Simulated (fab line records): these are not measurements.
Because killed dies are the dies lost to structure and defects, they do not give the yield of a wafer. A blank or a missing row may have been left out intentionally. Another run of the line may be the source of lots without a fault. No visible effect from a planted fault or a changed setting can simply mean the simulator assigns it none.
A struck lot beside a sound one	flow rit_cmos	18 out of 202 route steps
Sound: the wafers L455.2, L455.3, L455.6. Struck: wafers L459.2, L459.5, L459.6. The cause is named last.
Per side, at each step with rows, come the tool, then ch with its chambers, and then its first start. Under that, the readings that differ: sound wafers	struck wafers	difference of the means	sigmas: that difference in standard deviations of wafers without a fault.
alike: readings with means less than 2 such deviations apart, plus words and numbers identical on both sides. not compared: withheld readings, readings lacking a value on some wafer, bounds such as >300 that could conceal the same value, and numbers that have no deviation in the record and whose values overlap.
Wherever a step has rows on one side only, a row that says differs or no value, or a row with sigmas, the two part there. Numbers that have no deviation but don't overlap get no sigmas and don't part them. Lack of a reading on every wafer of one side parts them only where that side has two or more wafers.

first, 1 step without rows for these wafers: RIT_NLDD_COAT_01 (resist thk 1000 nm).
RIT_NLDD_SOFTBAKE_02: time 62.75 s.
  sound on litho_track-04 ch 0, day 3 08:53; struck on litho_track-01 ch 0, day 4 07:05
  alike: heater_power_total_W, plate_sensor_t_centre_C, plate_sensor_t_edge_C
then, 3 steps without rows for these wafers: RIT_NLDD_EXPOSE_03 (exposes mask M7, target cd 40700 nm); RIT_NLDD_PEB_04; RIT_NLDD_DEVELOP_05 (develop time 50 s).
RIT_NLDD_OVL_MEAS_06:
  sound on overlay-02 at day 3 09:31; struck on overlay-02 at day 4 07:37
  alike: NLDD_OVL
then, 2 steps without rows for these wafers: RIT_NLDD_HARDBAKE_07 (time 60 s); RIT_NLDD_IMPLANT_08.
RIT_NLDD_STRIP_09: strips in O2, time 180 s.
  sound on plasma_asher-01 ch 0,1, day 3 09:51; struck on plasma_asher-04 ch 0,1, day 4 07:57
  alike: drypump_motor_current_A
  not compared: rf_hours_counter_h
RIT_NLDD_TW_MEAS_10:
  sound on film_metro-03 at day 3 10:02; struck on film_metro-03 at day 4 08:08
  alike: NLDD_TW
then, 2 steps without rows for these wafers: RIT_PLDD_HMDS_00 (prime time 60 s); RIT_PLDD_COAT_01 (resist thk 1000 nm).
RIT_PLDD_SOFTBAKE_02: time 60 s.
  sound on litho_track-02 ch 0, day 3 10:25; struck on litho_track-02 ch 0, day 4 08:31
reading	sound	struck	difference	sigmas
heater_power_total_W (W)	34.60 34.58 34.54	33.41 33.49 33.44	-1.13	-21
plate_temp_C (C)	89.97 90.05 90.02	88.00 87.95 87.89	-2.07	-16
then, 2 steps without rows for these wafers: RIT_PLDD_EXPOSE_03 (exposes mask M8, target cd 40900 nm); RIT_PLDD_PEB_04.
RIT_PLDD_DEVELOP_05: develop time 50 s.
  sound: litho_track-01 ch 0; struck: litho_track-03 ch 0
reading	sound	struck	difference	sigmas
model.NOVOLAK_of_PLDD_COAT_01.thk_nm (nm)	998.9 999.3 999.5	1004 1005 1006	+6	
RIT_PLDD_OVL_MEAS_06:
  sound on overlay-01 at day 3 10:59; struck on overlay-02 at day 4 09:02
  alike: PLDD_OVL
then, 1 step without rows for these wafers: RIT_M1_PROBE_99.

== WHERE THEY PART ==
Within this record, at RIT_PLDD_SOFTBAKE_02 only. Later steps at which nothing parts them and some readings are alike: RIT_PLDD_OVL_MEAS_06.

WHY: what had been put in by the simulator
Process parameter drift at RIT_PLDD_SOFTBAKE_02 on litho_track-02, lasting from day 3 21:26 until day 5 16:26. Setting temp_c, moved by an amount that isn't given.
